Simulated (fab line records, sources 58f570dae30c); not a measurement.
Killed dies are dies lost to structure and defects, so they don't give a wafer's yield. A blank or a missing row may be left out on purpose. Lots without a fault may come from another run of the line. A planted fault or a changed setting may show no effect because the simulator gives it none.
Which tool did it? | flow berkeley_cmos170 | 14 lots, 42 wafers sampled, at 5 steps of a route of 331

WHAT THE GAUGES READ, wafer by wafer
UCB170_NSD_TW_MEAS_10.
lot  | measured     | on            | NSD_TW
L889 | day 8 08:37  | film_metro-04 | 4188 4180 4202
L894 | day 8 18:22  | film_metro-04 | 4199 4205 4203
L891 | day 8 18:07  | film_metro-04 | 4204 4200 4183
L893 | day 8 18:51  | film_metro-03 | 4188 4202 4180
L898 | day 10 01:41 | film_metro-04 | 4197 4169 4204
L902 | day 10 17:55 | film_metro-02 | 4199 4204 4191
L900 | day 10 17:24 | film_metro-04 | 4197 4213 4187
L905 | day 11 03:02 | film_metro-02 | 4209 4209 4223
L904 | day 11 03:31 | film_metro-03 | 4219 4219 4259
L906 | day 11 19:34 | film_metro-03 | 4246 4211 4229
L911 | day 12 13:16 | film_metro-03 | 4215 4199 4227
L909 | day 12 13:29 | film_metro-02 | 4204 4178 4190
L910 | day 12 13:37 | film_metro-04 | 4162 4183 4206
L912 | day 12 13:47 | film_metro-04 | 4189 4210 4193

UCB170_CONTACT_CD_MEAS_15: target cd 700 nm.
lot  | measured     | on        | cd_nm (nm)
L889 | day 8 14:40  | cd_sem-02 | 700.0 699.1 699.0
L894 | day 9 03:47  | cd_sem-02 | 700.3 701.3 700.3
L891 | day 9 00:41  | cd_sem-02 | 699.7 699.5 699.8
L893 | day 9 04:37  | cd_sem-02 | 699.5 699.5 699.9
L898 | day 10 07:30 | cd_sem-02 | 699.8 699.4 701.4
L902 | day 11 06:56 | cd_sem-01 | 746.0 747.5 745.7
L900 | day 11 02:23 | cd_sem-02 | 698.8 699.1 698.8
L905 | day 11 10:38 | cd_sem-01 | 736.4 736.6 737.0
L904 | day 11 10:53 | cd_sem-02 | 698.2 699.4 698.1
L906 | day 12 07:53 | cd_sem-01 | 699.2 700.8 701.2
L911 | day 13 01:08 | cd_sem-01 | 698.1 700.4 700.3
L909 | day 13 01:22 | cd_sem-01 | 697.7 697.3 698.5
L910 | day 13 03:08 | cd_sem-01 | 700.5 700.1 701.0
L912 | day 13 01:49 | cd_sem-01 | 697.0 699.1 698.9

UCB170_M2_OVL_MEAS_16.
lot  | measured     | on         | M2_OVL (nm)
L889 | day 9 03:10  | overlay-02 | 14 1 9
L894 | day 9 14:56  | overlay-01 | 5 4 8
L891 | day 9 12:36  | overlay-02 | 2 0 1
L893 | day 9 16:05  | overlay-01 | 1 1 2
L898 | day 10 22:00 | overlay-01 | -12 -2 -1
L902 | day 11 16:15 | overlay-02 | -4 2 2
L900 | day 11 13:38 | overlay-01 | 0 -5 -2
L905 | day 12 00:53 | overlay-01 | -8 -1 2
L904 | day 12 01:04 | overlay-02 | 8 2 5
L906 | day 13 03:43 | overlay-02 | 0 3 6
L911 | day 13 12:16 | overlay-01 | 9 7 6
L909 | day 13 17:56 | overlay-01 | 0 -1 2
L910 | day 13 19:42 | overlay-02 | 5 7 7
L912 | day 13 18:34 | overlay-02 | 4 -3 9

WHICH TOOL RAN EACH LOT (tool, then ch and the chambers of the sampled wafers, then the start)
lot  | UCB170_GATE_STRIP_16                 | UCB170_CONTACT_PEB_13
L889 | plasma_asher-04 ch 0,1, day 7 15:32  | litho_track-04 ch 0, day 8 14:24
L894 | plasma_asher-02 ch 0,1, day 8 02:08  | litho_track-03 ch 0, day 9 03:30
L891 | plasma_asher-01 ch 1, day 8 02:16    | litho_track-04 ch 0, day 9 00:24
L893 | plasma_asher-04 ch 0,1, day 8 02:59  | litho_track-03 ch 0, day 9 04:00
L898 | plasma_asher-01 ch 0, day 9 09:39    | litho_track-03 ch 0, day 10 07:14
L902 | plasma_asher-02 ch 0,1, day 10 00:33 | litho_track-01 ch 0, day 11 06:36
L900 | plasma_asher-01 ch 0,1, day 10 00:55 | litho_track-01 ch 0, day 11 02:07
L905 | plasma_asher-04 ch 0,1, day 10 13:29 | litho_track-01 ch 0, day 11 10:22
L904 | plasma_asher-02 ch 0,1, day 10 13:44 | litho_track-04 ch 0, day 11 10:37
L906 | plasma_asher-01 ch 0, day 10 21:33   | litho_track-03 ch 0, day 12 07:31
L911 | plasma_asher-02 ch 0,1, day 11 19:02 | litho_track-03 ch 0, day 13 00:00
L909 | plasma_asher-01 ch 0,1, day 11 19:09 | litho_track-04 ch 0, day 13 01:00
L910 | plasma_asher-02 ch 0,1, day 11 19:17 | litho_track-04 ch 0, day 13 02:13
L912 | plasma_asher-01 ch 0,1, day 12 02:39 | litho_track-03 ch 0, day 13 01:26
- UCB170_GATE_STRIP_16: strips in O2.
- UCB170_CONTACT_PEB_13

WHAT THE TOOLS THEMSELVES READ (means of the sampled wafers that have a number; where no wafer has one, the mark that the record gives instead)
UCB170_GATE_STRIP_16.
lot  | tool            | drypump_motor_current_A (A) | oes_product_au (a.u.)
L889 | plasma_asher-04 | 5.3                         | 0.722
L894 | plasma_asher-02 | 5.8                         | 0.727
L891 | plasma_asher-01 | 5.6                         | 0.726
L893 | plasma_asher-04 | 5.1                         | 0.722
L898 | plasma_asher-01 | 5.2                         | 0.725
L902 | plasma_asher-02 | 5.8                         | 0.724
L900 | plasma_asher-01 | 5.3                         | 0.722
L905 | plasma_asher-04 | 5.1                         | 0.731
L904 | plasma_asher-02 | 5.5                         | 0.722
L906 | plasma_asher-01 | 5.2                         | 0.721
L911 | plasma_asher-02 | 5.9                         | 0.721
L909 | plasma_asher-01 | 5.5                         | 0.721
L910 | plasma_asher-02 | 5.8                         | 0.723
L912 | plasma_asher-01 | 5.3                         | 0.720

UCB170_CONTACT_PEB_13.
lot  | tool           | plate_temp_C (C)
L889 | litho_track-04 | 130.03
L894 | litho_track-03 | 129.94
L891 | litho_track-04 | 130.23
L893 | litho_track-03 | 130.07
L898 | litho_track-03 | 129.72
L902 | litho_track-01 | 140.77
L900 | litho_track-01 | 130.18
L905 | litho_track-01 | 140.69
L904 | litho_track-04 | 130.17
L906 | litho_track-03 | 130.05
L911 | litho_track-03 | 129.95
L909 | litho_track-04 | 130.01
L910 | litho_track-04 | 130.12
L912 | litho_track-03 | 130.01

THE ANSWER, worked out from the rows above alone
Rule: what is usual is taken from the lots themselves. Put in order of their means at a reading, lots are off if they are a third of the lots or fewer, leave a main group of 4 or more, and stand apart from it by a gap of 3 or more times the standard deviation of the main group's means; of several such gaps the widest counts. A main group whose means are all the same, to the digits that the tables above print for the reading, isn't used. A lot without any number at a reading at which 4 lots or more have one is off too. The other lots that the step has rows for count as sound. The gauges are gone through in route order, then the tools' own readings, and for those a lot's mean is taken as printed above. The first step at which some lot is off is used, and at that step the reading that is off furthest; a lot without a number counts as furthest.
Off: L902, L905, at UCB170_CONTACT_CD_MEAS_15 (cd_nm). The main group: mean 699.5 nm, standard deviation 0.87.
A tool fits if, at a process step before that reading, it ran every lot that is off, and no sound lot after the first of them. The gauges at UCB170_CONTACT_CD_MEAS_15 aren't tried: what is off there is off at UCB170_CONTACT_PEB_13 too, on other tools, and a gauge's error can't cause that. One fits: litho_track-01 at UCB170_CONTACT_PEB_13. Its last sound lot is L900 (day 11 02:07), its first lot that is off L902 (day 11 06:36): a fault that began between those two fits.
The tool's own readings at UCB170_CONTACT_PEB_13 bear it out: on the lots that are off they differ by more than 5 times the standard deviation of the sound lots' means. plate_temp_C reads 140.73 C there against 130.04 C on the sound lots.

WHAT THE SIMULATOR HAD PUT IN
Process parameter drift: litho_track-01, from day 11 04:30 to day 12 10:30, at UCB170_CONTACT_PEB_13. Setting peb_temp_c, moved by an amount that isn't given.
Lots struck among those shown: L902, L905. The rule above found the same.
